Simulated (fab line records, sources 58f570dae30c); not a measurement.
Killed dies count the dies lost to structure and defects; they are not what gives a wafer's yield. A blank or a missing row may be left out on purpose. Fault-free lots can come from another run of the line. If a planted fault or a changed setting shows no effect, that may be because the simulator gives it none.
What tool caused it?    flow berkeleyCmos170    39 wafers from 13 lots sampled at 3 of the route's 331 steps

## WHAT EACH GAUGE READ, for each wafer
UCB170_PSD_CD_MEAS_06: target cd 1200 nm.
lot   measured      on        cdNm (nm)
L549  day 6 12:14   cdSem-01  1200.5 1200.8 1199.8
L550  day 7 13:07   cdSem-01  1201.7 1202.6 1202.2
L555  day 8 01:20   cdSem-02  1198.4 1199.7 1198.6
L556  day 8 01:29   cdSem-02  1200.0 1199.7 1199.7
L553  day 8 01:47   cdSem-02  1197.7 1198.4 1199.0
L554  day 8 02:01   cdSem-01  1200.3 1201.0 1200.4
L557  day 8 08:59   cdSem-01  1199.6 1198.4 1197.5
L559  day 8 17:04   cdSem-02  1198.3 1197.9 1200.2
L562  day 9 17:56   cdSem-02  1199.7 1199.0 1199.4
L564  day 9 18:31   cdSem-02  1199.8 1198.0 1199.1
L568  day 10 15:46  cdSem-01  1200.9 1199.7 1200.4
L569  day 10 19:32  cdSem-01  1199.9 1197.2 1199.2
L571  day 11 16:01  cdSem-02  1201.8 1202.5 1204.2

UCB170_NSD_CD_MEAS_06: target cd 1200 nm.
lot   measured      on        cdNm (nm)
L549  day 6 14:05   cdSem-01  1201.7 1201.0 1201.2
L550  day 7 14:43   cdSem-02  1200.9 1198.0 1199.4
L555  day 8 04:34   cdSem-02  1200.9 1199.2 1200.4
L556  day 8 04:47   cdSem-01  1201.3 1201.3 1202.4
L553  day 8 04:58   cdSem-02  1199.4 1196.8 1198.7
L554  day 8 05:11   cdSem-01  1197.9 1197.0 1198.0
L557  day 8 10:36   cdSem-01  1197.5 1197.9 1198.8
L559  day 8 18:32   cdSem-01  1201.7 1199.1 1199.5
L562  day 9 19:34   cdSem-02  1201.2 1202.4 1202.7
L564  day 9 20:08   cdSem-02  1204.2 1203.6 1202.7
L568  day 10 17:49  cdSem-01  1213.0 1198.6 1206.1
L569  day 10 21:12  cdSem-01  1200.6 1201.8 1201.5
L571  day 11 17:58  cdSem-02  1197.7 1198.1 1195.7

## EACH LOT AND THE TOOL THAT RAN IT (in order: tool; ch and the chambers of the sampled wafers; start)
lot   UCB170_NSD_EXPOSE_03
L549  krfScanner-02 ch 0, day 6 13:32
L550  krfScanner-02 ch 0, day 7 14:20
L555  krfScanner-01 ch 0, day 8 04:10
L556  krfScanner-02 ch 0, day 8 04:24
L553  krfScanner-02 ch 0, day 8 04:34
L554  krfScanner-01 ch 0, day 8 04:48
L557  krfScanner-01 ch 0, day 8 10:12
L559  krfScanner-01 ch 0, day 8 18:09
L562  krfScanner-02 ch 0, day 9 19:09
L564  krfScanner-01 ch 0, day 9 19:45
L568  krfScanner-01 ch 0, day 10 17:13
L569  krfScanner-02 ch 0, day 10 20:49
L571  krfScanner-02 ch 0, day 11 17:30
- UCB170_NSD_EXPOSE_03: exposes mask NSELECT MOD, target cd 1200 nm.

## WHAT THE TOOLS THEMSELVES READ (means of the sampled wafers that have a number; where no wafer has one, the mark that the record gives instead)
UCB170_NSD_EXPOSE_03.
lot   tool           exposureDoseMJCm2
L549  krfScanner-02  30.02
L550  krfScanner-02  30.04
L555  krfScanner-01  29.98
L556  krfScanner-02  30.01
L553  krfScanner-02  29.98
L554  krfScanner-01  30.02
L557  krfScanner-01  30.02
L559  krfScanner-01  30.02
L562  krfScanner-02  29.99
L564  krfScanner-01  30.03
L568  krfScanner-01  29.74
L569  krfScanner-02  30.06
L571  krfScanner-02  29.98

## THE ANSWER, worked out from the rows above alone
Rule: the usual values come from the lots themselves. Put in order of their means at a reading, lots are off if they are a third of the lots or fewer, leave a main group of 4 or more, and stand apart from it by a gap of 3 or more times the standard deviation of the main group's means; of several such gaps the widest counts. A main group whose means are all the same, to the digits that the tables above print for the reading, isn't used. A lot without any number at a reading at which 4 lots or more have one is off too. The other lots that the step has rows for count as sound. The gauges are gone through in route order, then the tools' own readings, and for those a lot's mean is taken as printed above. At the first step where some lot is off, the reading lying furthest off is the one used; lots without a number count as furthest.
Off, at UCB170_NSD_EXPOSE_03 on exposureDoseMJCm2: L568. The main group has a mean of 30.01 with a standard deviation of 0.025.
A tool fits if, at that step or a process step before it, it ran every lot that is off, and no sound lot after the first of them. One fits: UCB170_NSD_EXPOSE_03 on krfScanner-01. Its last sound lot is L564 (day 9 19:45), its first lot that is off L568 (day 10 17:13): a fault that began between those two fits.
On the lots that are off, the tool's own readings at UCB170_NSD_EXPOSE_03 differ by more than 5 times the standard deviation of the sound lots' means, which bears it out; exposureDoseMJCm2 reads 29.74 there versus 30.01 on the sound lots.

## WHAT THE SIMULATOR HAD PUT IN
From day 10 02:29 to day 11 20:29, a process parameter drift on krfScanner-01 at UCB170_NSD_EXPOSE_03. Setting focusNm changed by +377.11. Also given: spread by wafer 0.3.
Shown lots that were struck: L568. This agrees with what the rule above found.
